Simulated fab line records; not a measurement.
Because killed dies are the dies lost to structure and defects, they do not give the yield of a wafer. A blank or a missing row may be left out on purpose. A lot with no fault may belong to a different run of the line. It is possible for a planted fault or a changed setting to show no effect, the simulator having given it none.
Matching of chambers / flow berkeley cmos170 / UCB170_SPACER_ETCHBACK_03 on rie diel-02: 4 sister chambers
The step etches SiO2 in CHF3/CF4/Ar, stops on Si, target depth 376 nm, time 100 s. 8 wafers are shown with their chamber, then 7 later ones without.

WAFERS, EACH WITH ITS CHAMBER
wafer=L877.3; chamber=3; throttle valve pct (%)=6.53; drypump motor current A (A)=5.7
wafer=L878.5; chamber=0; throttle valve pct (%)=6.33; drypump motor current A (A)=5.4
wafer=L878.6; chamber=3; throttle valve pct (%)=6.53; drypump motor current A (A)=5.8
wafer=L880.1; chamber=0; throttle valve pct (%)=6.34; drypump motor current A (A)=5.4
wafer=L880.3; chamber=1; throttle valve pct (%)=6.49; drypump motor current A (A)=5.7
wafer=L888.2; chamber=1; throttle valve pct (%)=6.50; drypump motor current A (A)=5.7
wafer=L888.3; chamber=2; throttle valve pct (%)=6.46; drypump motor current A (A)=6.1
wafer=L890.2; chamber=2; throttle valve pct (%)=6.47; drypump motor current A (A)=6.1

WAFERS MISSING THEIR CHAMBER
wafer=L890.5; throttle valve pct (%)=6.49; drypump motor current A (A)=5.8
wafer=L893.2; throttle valve pct (%)=6.34; drypump motor current A (A)=5.3
wafer=L893.3; throttle valve pct (%)=6.53; drypump motor current A (A)=5.8
wafer=L893.5; throttle valve pct (%)=6.47; drypump motor current A (A)=6.0
wafer=L894.1; throttle valve pct (%)=6.33; drypump motor current A (A)=5.4
wafer=L894.2; throttle valve pct (%)=6.45; drypump motor current A (A)=6.0
wafer=L894.4; throttle valve pct (%)=6.50; drypump motor current A (A)=5.7

CHAMBER TAKEN BY EACH
wafer=L890.5; from the rows above=1; in truth=1
wafer=L893.2; from the rows above=0; in truth=0
wafer=L893.3; from the rows above=3; in truth=3
wafer=L893.5; from the rows above=2; in truth=2
wafer=L894.1; from the rows above=0; in truth=0
wafer=L894.2; from the rows above=2; in truth=2
wafer=L894.4; from the rows above=1; in truth=1
Correct placement for 7 of the 7. From these rows, 0 cannot be placed. Placed wrongly: 0.
How it was worked out, from the rows above alone: a wafer's distance from a chamber is the root of the sum, over the readings, of the square of ((its reading less the chamber's mean) divided by the reading's scatter). If the next closest chamber is less than 2 further off than the closest, the wafer can't be placed; otherwise it belongs to the closest. A chamber's mean is the mean of its shown wafers. The scatter: take each reading less its chamber's mean, square it, sum over the shown wafers, divide by the number of wafers less the number of chambers, and take the root.
